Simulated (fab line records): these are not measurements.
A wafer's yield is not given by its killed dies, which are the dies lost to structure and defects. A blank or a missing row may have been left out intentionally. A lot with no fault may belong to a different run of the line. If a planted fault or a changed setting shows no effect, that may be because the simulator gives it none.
Which of the tools did it? || flow berkeley-cmos170 || 45 wafers from 15 lots sampled at 5 of the route's 331 steps

== WHAT THE GAUGES READ, wafer by wafer ==
UCB170_NLDD_CD_MEAS_06 targets a cd of 1200 nm. Usual: cd-nm reads 1200.2 nm (standard deviation 1.3).
{"lot": "L476", "measured": "day 6 15:58", "on": "cd-sem-01", "cd-nm (nm)": "1199.1 1199.1 1199.7", "flag": ""}
{"lot": "L477", "measured": "day 6 16:02", "on": "cd-sem-01", "cd-nm (nm)": "1199.6 1201.1 1200.7", "flag": ""}
{"lot": "L478", "measured": "day 7 04:22", "on": "cd-sem-02", "cd-nm (nm)": "1201.2 1202.9 1201.9", "flag": ""}
{"lot": "L480", "measured": "day 7 09:02", "on": "cd-sem-02", "cd-nm (nm)": "1199.1 1200.6 1199.4", "flag": ""}
{"lot": "L481", "measured": "day 7 13:03", "on": "cd-sem-01", "cd-nm (nm)": "1199.0 1200.3 1199.1", "flag": ""}
{"lot": "L488", "measured": "day 8 19:23", "on": "cd-sem-02", "cd-nm (nm)": "1200.7 1200.8 1199.4", "flag": ""}
{"lot": "L491", "measured": "day 9 03:49", "on": "cd-sem-02", "cd-nm (nm)": "1200.8 1202.1 1201.4", "flag": ""}
{"lot": "L489", "measured": "day 9 04:08", "on": "cd-sem-01", "cd-nm (nm)": "1198.4 1198.9 1199.8", "flag": ""}
{"lot": "L492", "measured": "day 9 13:10", "on": "cd-sem-01", "cd-nm (nm)": "1203.6 1200.6 1201.9", "flag": ""}
{"lot": "L493", "measured": "day 10 00:39", "on": "cd-sem-01", "cd-nm (nm)": "1198.9 1198.9 1199.2", "flag": ""}
{"lot": "L494", "measured": "day 10 01:05", "on": "cd-sem-02", "cd-nm (nm)": "1201.9 1199.7 1200.9", "flag": ""}
{"lot": "L496", "measured": "day 10 06:40", "on": "cd-sem-01", "cd-nm (nm)": "1201.9 1202.7 1203.3", "flag": ""}
{"lot": "L498", "measured": "day 10 15:53", "on": "cd-sem-02", "cd-nm (nm)": "1198.2 1198.7 1198.7", "flag": ""}
{"lot": "L499", "measured": "day 10 16:07", "on": "cd-sem-02", "cd-nm (nm)": "1199.2 1198.2 1199.2", "flag": ""}
{"lot": "L497", "measured": "day 10 16:00", "on": "cd-sem-01", "cd-nm (nm)": "1201.3 1201.1 1202.7", "flag": ""}

UCB170_PSD_OVL_MEAS_07. Usual: PSD_OVL -5 nm, standard deviation 4.6.
{"lot": "L476", "measured": "day 6 20:56", "on": "overlay-02", "PSD_OVL (nm)": "-5 -8 -6", "flag": ""}
{"lot": "L477", "measured": "day 6 21:04", "on": "overlay-01", "PSD_OVL (nm)": "1 -4 -3", "flag": ""}
{"lot": "L478", "measured": "day 7 11:15", "on": "overlay-01", "PSD_OVL (nm)": "-2 -1 -5", "flag": ""}
{"lot": "L480", "measured": "day 7 14:12", "on": "overlay-01", "PSD_OVL (nm)": "-5 -4 1", "flag": ""}
{"lot": "L481", "measured": "day 7 20:23", "on": "overlay-02", "PSD_OVL (nm)": "-9 -6 -11", "flag": ""}
{"lot": "L488", "measured": "day 9 01:05", "on": "overlay-02", "PSD_OVL (nm)": "-10 -8 -13", "flag": ""}
{"lot": "L491", "measured": "day 9 09:50", "on": "overlay-02", "PSD_OVL (nm)": "-2 -4 1", "flag": ""}
{"lot": "L489", "measured": "day 9 09:57", "on": "overlay-01", "PSD_OVL (nm)": "-7 -3 -9", "flag": ""}
{"lot": "L492", "measured": "day 9 18:59", "on": "overlay-01", "PSD_OVL (nm)": "-4 0 0", "flag": ""}
{"lot": "L493", "measured": "day 10 07:08", "on": "overlay-02", "PSD_OVL (nm)": "-11 -10 -10", "flag": ""}
{"lot": "L494", "measured": "day 10 07:26", "on": "overlay-01", "PSD_OVL (nm)": "-3 -4 -12", "flag": ""}
{"lot": "L496", "measured": "day 10 11:20", "on": "overlay-01", "PSD_OVL (nm)": "-9 1 -5", "flag": ""}
{"lot": "L498", "measured": "day 10 22:38", "on": "overlay-01", "PSD_OVL (nm)": "-10 -6 -7", "flag": ""}
{"lot": "L499", "measured": "day 10 22:48", "on": "overlay-02", "PSD_OVL (nm)": "-8 -11 -1", "flag": ""}
{"lot": "L497", "measured": "day 10 23:00", "on": "overlay-01", "PSD_OVL (nm)": "-2 -10 -1", "flag": ""}

UCB170_CONTACT_CD_MEAS_90 targets a cd of 700 nm. Usual: cd-nm reads 700.0 nm (standard deviation 1.9).
{"lot": "L476", "measured": "day 7 09:38", "on": "cd-sem-01", "cd-nm (nm)": "701.5 702.2 702.9", "flag": ""}
{"lot": "L477", "measured": "day 7 09:25", "on": "cd-sem-02", "cd-nm (nm)": "700.7 701.4 702.2", "flag": ""}
{"lot": "L478", "measured": "day 7 21:51", "on": "cd-sem-01", "cd-nm (nm)": "701.6 703.5 702.9", "flag": ""}
{"lot": "L480", "measured": "day 8 00:36", "on": "cd-sem-02", "cd-nm (nm)": "697.3 699.5 698.7", "flag": ""}
{"lot": "L481", "measured": "day 8 05:00", "on": "cd-sem-01", "cd-nm (nm)": "696.6 698.5 698.7", "flag": ""}
{"lot": "L488", "measured": "day 9 10:31", "on": "cd-sem-01", "cd-nm (nm)": "699.4 698.6 698.9", "flag": ""}
{"lot": "L491", "measured": "day 9 21:01", "on": "cd-sem-02", "cd-nm (nm)": "- - -", "flag": "OFF"}
{"lot": "L492", "measured": "day 10 05:52", "on": "cd-sem-01", "cd-nm (nm)": "- - -", "flag": "OFF"}
{"lot": "L493", "measured": "day 10 17:34", "on": "cd-sem-02", "cd-nm (nm)": "698.3 698.4 699.3", "flag": ""}
{"lot": "L494", "measured": "day 10 19:01", "on": "cd-sem-02", "cd-nm (nm)": "700.9 699.4 697.7", "flag": ""}
{"lot": "L496", "measured": "day 11 01:49", "on": "cd-sem-02", "cd-nm (nm)": "701.5 701.9 700.1", "flag": ""}
{"lot": "L498", "measured": "day 11 10:27", "on": "cd-sem-01", "cd-nm (nm)": "700.8 701.5 701.7", "flag": ""}
{"lot": "L499", "measured": "day 11 08:31", "on": "cd-sem-02", "cd-nm (nm)": "701.5 702.7 700.4", "flag": ""}
{"lot": "L497", "measured": "day 11 08:59", "on": "cd-sem-02", "cd-nm (nm)": "699.1 699.6 700.7", "flag": ""}

== WHICH TOOL RAN EACH LOT (tool, then ch and the chambers of the sampled wafers, then the start) ==
{"lot": "L476", "UCB170_PVT_STRIP_08": "plasma-asher-02 ch 0,1, day 5 23:10", "UCB170_CONTACT_CVD_01": "lpcvd-01 ch 0, day 7 04:19"}
{"lot": "L477", "UCB170_PVT_STRIP_08": "plasma-asher-02 ch 0,1, day 5 23:49", "UCB170_CONTACT_CVD_01": "lpcvd-01 ch 1, day 7 04:19"}
{"lot": "L478", "UCB170_PVT_STRIP_08": "plasma-asher-04 ch 0,1, day 6 07:52", "UCB170_CONTACT_CVD_01": "lpcvd-01 ch 1, day 7 17:51"}
{"lot": "L480", "UCB170_PVT_STRIP_08": "plasma-asher-02 ch 0,1, day 6 19:35", "UCB170_CONTACT_CVD_01": "lpcvd-01 ch 0, day 7 19:38"}
{"lot": "L481", "UCB170_PVT_STRIP_08": "plasma-asher-02 ch 0,1, day 7 01:16", "UCB170_CONTACT_CVD_01": "lpcvd-02 ch 0, day 8 00:51"}
{"lot": "L488", "UCB170_PVT_STRIP_08": "plasma-asher-01 ch 0,1, day 8 00:50", "UCB170_CONTACT_CVD_01": "lpcvd-02 ch 1, day 9 06:25"}
{"lot": "L491", "UCB170_PVT_STRIP_08": "plasma-asher-02 ch 1, day 8 12:59", "UCB170_CONTACT_CVD_01": "lpcvd-02 ch 0, day 9 15:58"}
{"lot": "L489", "UCB170_PVT_STRIP_08": "plasma-asher-04 ch 0,1, day 8 13:16", "UCB170_CONTACT_CVD_01": "lpcvd-02 ch 1, day 9 15:58"}
{"lot": "L492", "UCB170_PVT_STRIP_08": "plasma-asher-01 ch 0,1, day 8 23:11", "UCB170_CONTACT_CVD_01": "lpcvd-01 ch 0, day 10 01:07"}
{"lot": "L493", "UCB170_PVT_STRIP_08": "plasma-asher-01 ch 0,1, day 9 04:50", "UCB170_CONTACT_CVD_01": "lpcvd-02 ch 1, day 10 12:22"}
{"lot": "L494", "UCB170_PVT_STRIP_08": "plasma-asher-02 ch 0,1, day 9 05:09", "UCB170_CONTACT_CVD_01": "lpcvd-01 ch 1, day 10 14:11"}
{"lot": "L496", "UCB170_PVT_STRIP_08": "plasma-asher-04 ch 0,1, day 9 16:06", "UCB170_CONTACT_CVD_01": "lpcvd-01 ch 1, day 10 19:44"}
{"lot": "L498", "UCB170_PVT_STRIP_08": "plasma-asher-01 ch 0,1, day 10 01:34", "UCB170_CONTACT_CVD_01": "lpcvd-01 ch 1, day 11 06:24"}
{"lot": "L499", "UCB170_PVT_STRIP_08": "plasma-asher-02 ch 0,1, day 10 01:50", "UCB170_CONTACT_CVD_01": "lpcvd-01 ch 1, day 11 04:37"}
{"lot": "L497", "UCB170_PVT_STRIP_08": "plasma-asher-01 ch 0,1, day 10 01:58", "UCB170_CONTACT_CVD_01": "lpcvd-02 ch 0, day 11 04:58"}
- UCB170_PVT_STRIP_08: strips in O2.
- UCB170_CONTACT_CVD_01: deposits PSG from SiH4/O2/PH3, target thk 700 nm, time 2820 s.

== WHAT THE TOOLS THEMSELVES READ (means of the sampled wafers that have a number; where no wafer has one, the mark that the record gives instead) ==
UCB170_PVT_STRIP_08. Usual: drypump-motor-current-A 5.7 A, standard deviation 0.31; oes-product-au 0.734 a.u., standard deviation 0.0047; strip-time-to-endpoint-s 21.61 s, standard deviation 0.066.
{"lot": "L476", "tool": "plasma-asher-02", "drypump-motor-current-A (A)": 5.4, "oes-product-au (a.u.)": 0.733, "strip-time-to-endpoint-s (s)": 21.57, "flag": ""}
{"lot": "L477", "tool": "plasma-asher-02", "drypump-motor-current-A (A)": 5.4, "oes-product-au (a.u.)": 0.734, "strip-time-to-endpoint-s (s)": 21.50, "flag": ""}
{"lot": "L478", "tool": "plasma-asher-04", "drypump-motor-current-A (A)": 5.7, "oes-product-au (a.u.)": 0.731, "strip-time-to-endpoint-s (s)": 21.63, "flag": ""}
{"lot": "L480", "tool": "plasma-asher-02", "drypump-motor-current-A (A)": 5.4, "oes-product-au (a.u.)": 0.735, "strip-time-to-endpoint-s (s)": 21.66, "flag": ""}
{"lot": "L481", "tool": "plasma-asher-02", "drypump-motor-current-A (A)": 5.4, "oes-product-au (a.u.)": 0.735, "strip-time-to-endpoint-s (s)": 21.71, "flag": ""}
{"lot": "L488", "tool": "plasma-asher-01", "drypump-motor-current-A (A)": 6.2, "oes-product-au (a.u.)": 0.736, "strip-time-to-endpoint-s (s)": 21.60, "flag": ""}
{"lot": "L491", "tool": "plasma-asher-02", "drypump-motor-current-A (A)": 5.3, "oes-product-au (a.u.)": 0.737, "strip-time-to-endpoint-s (s)": 21.72, "flag": ""}
{"lot": "L489", "tool": "plasma-asher-04", "drypump-motor-current-A (A)": 5.8, "oes-product-au (a.u.)": 0.738, "strip-time-to-endpoint-s (s)": 21.71, "flag": ""}
{"lot": "L492", "tool": "plasma-asher-01", "drypump-motor-current-A (A)": 5.9, "oes-product-au (a.u.)": 0.740, "strip-time-to-endpoint-s (s)": 21.62, "flag": ""}
{"lot": "L493", "tool": "plasma-asher-01", "drypump-motor-current-A (A)": 6.2, "oes-product-au (a.u.)": 0.736, "strip-time-to-endpoint-s (s)": 21.57, "flag": ""}
{"lot": "L494", "tool": "plasma-asher-02", "drypump-motor-current-A (A)": 5.6, "oes-product-au (a.u.)": 0.735, "strip-time-to-endpoint-s (s)": 21.57, "flag": ""}
{"lot": "L496", "tool": "plasma-asher-04", "drypump-motor-current-A (A)": 5.7, "oes-product-au (a.u.)": 0.733, "strip-time-to-endpoint-s (s)": 21.66, "flag": ""}
{"lot": "L498", "tool": "plasma-asher-01", "drypump-motor-current-A (A)": 5.9, "oes-product-au (a.u.)": 0.734, "strip-time-to-endpoint-s (s)": 21.70, "flag": ""}
{"lot": "L499", "tool": "plasma-asher-02", "drypump-motor-current-A (A)": 5.4, "oes-product-au (a.u.)": 0.733, "strip-time-to-endpoint-s (s)": 21.62, "flag": ""}
{"lot": "L497", "tool": "plasma-asher-01", "drypump-motor-current-A (A)": 6.2, "oes-product-au (a.u.)": 0.732, "strip-time-to-endpoint-s (s)": 21.64, "flag": ""}

UCB170_CONTACT_CVD_01. Usual: o2-flow-sccm 89.98 sccm, standard deviation 0.24; ph3-flow-sccm 25.00 sccm, standard deviation 0.07.
{"lot": "L476", "tool": "lpcvd-01", "o2-flow-sccm (sccm)": 89.95, "ph3-flow-sccm (sccm)": 24.95, "flag": ""}
{"lot": "L477", "tool": "lpcvd-01", "o2-flow-sccm (sccm)": 89.89, "ph3-flow-sccm (sccm)": 25.00, "flag": ""}
{"lot": "L478", "tool": "lpcvd-01", "o2-flow-sccm (sccm)": 90.05, "ph3-flow-sccm (sccm)": 25.01, "flag": ""}
{"lot": "L480", "tool": "lpcvd-01", "o2-flow-sccm (sccm)": 90.11, "ph3-flow-sccm (sccm)": 25.05, "flag": ""}
{"lot": "L481", "tool": "lpcvd-02", "o2-flow-sccm (sccm)": 90.03, "ph3-flow-sccm (sccm)": 24.93, "flag": ""}
{"lot": "L488", "tool": "lpcvd-02", "o2-flow-sccm (sccm)": 90.07, "ph3-flow-sccm (sccm)": 25.10, "flag": ""}
{"lot": "L491", "tool": "lpcvd-02", "o2-flow-sccm (sccm)": "-", "ph3-flow-sccm (sccm)": "-", "flag": "OFF"}
{"lot": "L489", "tool": "lpcvd-02", "o2-flow-sccm (sccm)": "-", "ph3-flow-sccm (sccm)": "-", "flag": "OFF"}
{"lot": "L492", "tool": "lpcvd-01", "o2-flow-sccm (sccm)": "-", "ph3-flow-sccm (sccm)": "-", "flag": "OFF"}
{"lot": "L493", "tool": "lpcvd-02", "o2-flow-sccm (sccm)": 89.80, "ph3-flow-sccm (sccm)": 24.91, "flag": ""}
{"lot": "L494", "tool": "lpcvd-01", "o2-flow-sccm (sccm)": 90.05, "ph3-flow-sccm (sccm)": 24.95, "flag": ""}
{"lot": "L496", "tool": "lpcvd-01", "o2-flow-sccm (sccm)": 90.16, "ph3-flow-sccm (sccm)": 24.93, "flag": ""}
{"lot": "L498", "tool": "lpcvd-01", "o2-flow-sccm (sccm)": 89.86, "ph3-flow-sccm (sccm)": 24.93, "flag": ""}
{"lot": "L499", "tool": "lpcvd-01", "o2-flow-sccm (sccm)": 89.79, "ph3-flow-sccm (sccm)": 25.03, "flag": ""}
{"lot": "L497", "tool": "lpcvd-02", "o2-flow-sccm (sccm)": 90.23, "ph3-flow-sccm (sccm)": 25.02, "flag": ""}

== THE ANSWER, worked out from the rows above alone ==
Rule: take the mean of a lot's wafers that have a number; if it is more than 3 standard deviations from the usual mean, the lot is off. Also off: a lot with no number at a reading for which 4 or more lots have one. Any other lot the step has rows for is counted as sound. After the gauges, taken in route order, come the tools' own readings; for these a lot's mean is taken, as printed above. The first step at which some lot is off is used, and at that step the reading that is off furthest; a lot without a number counts as furthest.
Off, at UCB170_CONTACT_CD_MEAS_90 on cd-nm: L491, L492. Without a number there: L491, L492. Neither off nor sound, because the step has no rows for them: L489.
If a tool, at a process step before that reading, ran all the lots that are off and no sound lot after the first of them, it fits. The gauges at UCB170_CONTACT_CD_MEAS_90 aren't tried: what is off there is off at UCB170_CONTACT_CVD_01 too, on other tools, and a gauge's error can't cause that. None of those tried fits.

== WHAT THE SIMULATOR HAD INSERTED ==
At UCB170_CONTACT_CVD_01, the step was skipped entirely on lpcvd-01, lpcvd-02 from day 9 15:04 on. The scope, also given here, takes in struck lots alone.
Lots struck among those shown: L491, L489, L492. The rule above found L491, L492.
